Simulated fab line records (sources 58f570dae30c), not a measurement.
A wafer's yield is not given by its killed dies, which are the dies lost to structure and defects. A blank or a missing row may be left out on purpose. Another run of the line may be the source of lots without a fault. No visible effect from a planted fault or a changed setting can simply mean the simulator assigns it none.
Comparing a struck lot with a sound one + flow berkeleyCmos170 + 26 out of 331 route steps
Sound: the wafers L665.1, L665.2, L665.4. The struck wafers were L663.1, L663.3, L663.5. The cause is named last.
Per side, at each step with rows, come the tool, then ch with its chambers, and then its first start. Under that, the readings that differ: sound wafers + struck wafers + difference of the means + sigmas: that difference in standard deviations of wafers without a fault.
alike: readings whose means differ by less than 2 such deviations, and words and numbers that are the same on both sides. not compared: withheld readings, readings that some wafer has no value for, bounds like >300 that may hide the same value, and numbers for which the record gives no deviation and whose values overlap.
The two part at a step that has a row with sigmas, a row that says differs or no value, or rows on one side only. Numbers that have no deviation but don't overlap get no sigmas and don't part them. A reading that every wafer of one side lacks parts them only if that side has two wafers or more.

first, 5 steps without rows for these wafers: UCB170_CONTACT_COAT_10 (resist thk 900 nm); UCB170_CONTACT_SOFTBAKE_11 (time 60 s); UCB170_CONTACT_EXPOSE_12 (exposes mask CONT, target cd 700 nm); UCB170_CONTACT_PEB_13; UCB170_CONTACT_DEVELOP_14 (develop time 45 s).
UCB170_CONTACT_CD_MEAS_15: the cd target is 700 nm.
  sound on cdSem-02 at day 10 23:50; struck on cdSem-02 at day 10 05:40
  alike: cdNm
UCB170_CONTACT_OVL_MEAS_16:
  sound on overlay-01 at day 10 23:58; struck on overlay-02 at day 10 05:47
  alike: CONTACT_OVL
UCB170_CONTACT_ETCH_17: etches BARC in N2/H2.
  sound on rieDiel-02 ch 0,1,3, day 10 23:59; struck on rieDiel-04 ch 1,2, day 10 05:49
  alike: drypumpMotorCurrentA, h2FlowSccm, oesProductAu, throttleValvePct
UCB170_CONTACT_ETCH_18: etches PSG in CHF3/CF4/Ar, stops on TiSi2, target depth 840 nm, time 195 s.
  sound: rieDiel-02 ch 0,1,3; struck: rieDiel-04 ch 1,2
  alike: CHF3_flow_sccm, drypumpMotorCurrentA, oesProductAu, throttleValvePct
  not compared: rfHoursCounterH
UCB170_CONTACT_STRIP_19: strips in O2.
  sound on plasmaAsher-01 ch 0,1, day 11 00:10; struck on plasmaAsher-03 ch 0,1, day 10 05:59
  alike: drypumpMotorCurrentA, oesProductAu
  not compared: rfHoursCounterH
UCB170_CONTACT_CD_MEAS_90: the cd target is 700 nm.
  sound on cdSem-01 at day 11 00:16; struck on cdSem-01 at day 10 06:05
  alike: cdNm
then, 1 step without rows for these wafers: UCB170_CONTACT_CLEAN_20 (cleans in SPM, time 600 s).
UCB170_M1_SPUTTER_00: material Al, target thk 600 nm, time 80 s.
  sound on pvdSputter-02 at day 11 00:34; struck on pvdSputter-01 at day 10 06:37
  alike: throttleValvePct
UCB170_M1_RS_MEAS_01: uses a four-point probe to measure.
  sound on filmMetro-02 at day 11 00:38; struck on filmMetro-04 at day 10 06:40
| reading           | sound                | struck               | difference | sigmas |
|-------------------|----------------------|----------------------|------------|--------|
| M1_AL_RS (ohm/sq) | 0.0476 0.0479 0.0480 | 0.0240 0.0243 0.0239 | -0.0238    | -54    |
UCB170_M1_THK_MEAS_02: measures by xrf.
  sound on filmMetro-02 at day 11 00:45; struck on filmMetro-04 at day 10 06:47
| reading        | sound       | struck         | difference | sigmas      |
|----------------|-------------|----------------|------------|-------------|
| M1_AL_THK (nm) | 614 612 611 | 1214 1201 1211 | +596       | +99 or more |
then, 6 steps without rows for these wafers: UCB170_M1_COAT_03; UCB170_M1_COAT_04 (resist thk 900 nm); UCB170_M1_SOFTBAKE_05 (time 60 s); UCB170_M1_EXPOSE_06 (exposes mask METAL1, target cd 700 nm); UCB170_M1_PEB_07; UCB170_M1_DEVELOP_08 (develop time 45 s).
UCB170_M1_CD_MEAS_09: the cd target is 700 nm.
  sound on cdSem-01 at day 11 02:43; struck on cdSem-01 at day 10 08:02
  alike: cdNm
UCB170_M1_OVL_MEAS_10:
  sound on overlay-02 at day 11 02:50; struck on overlay-01 at day 10 08:09
  alike: M1_OVL
UCB170_M1_ETCH_11: etches BARC in N2/H2.
  sound on rieDiel-01 ch 1,2,3, day 11 02:52; struck on rieDiel-04 ch 1,3, day 10 08:11
  alike: drypumpMotorCurrentA, h2FlowSccm, oesProductAu, throttleValvePct
UCB170_M1_METAL_ETCH_12: etches Al in Cl2/BCl3, stops on PSG, target depth 780 nm, time 130 s.
  sound on rieMetal-04 ch 0,1, day 11 02:55; struck on rieMetal-04 ch 1, day 10 08:14
| reading                      | sound             | struck            | difference | sigmas |
|------------------------------|-------------------|-------------------|------------|--------|
| oesProductAu (a.u.)          | 0.869 0.835 0.844 | 0.957 0.951 0.954 | +0.105     | +8     |
| model.etch.depthNm (nm)      | 611.7 608.6 606.6 | 757.9 755.9 762.3 | +149.7     |        |
| model.M1.featureDepthNm (nm) | 650.2 645 643.3   | 757.9 755.9 762.3 | +112.5     |        |
  alike: drypumpMotorCurrentA, throttleValvePct
  not compared: rfHoursCounterH
UCB170_M1_STRIP_13: strips in O2.
  sound on plasmaAsher-04 ch 0,1, day 11 03:02; struck on plasmaAsher-03 ch 0,1, day 10 08:22
  alike: drypumpMotorCurrentA, oesProductAu
  not compared: rfHoursCounterH

== WHERE THEY PART ==
Earliest at UCB170_M1_RS_MEAS_01; latest, in this record, at UCB170_M1_METAL_ETCH_12. Later steps at which nothing parts them and some readings are alike: UCB170_M1_STRIP_13.

WHY: what had been put in by the simulator
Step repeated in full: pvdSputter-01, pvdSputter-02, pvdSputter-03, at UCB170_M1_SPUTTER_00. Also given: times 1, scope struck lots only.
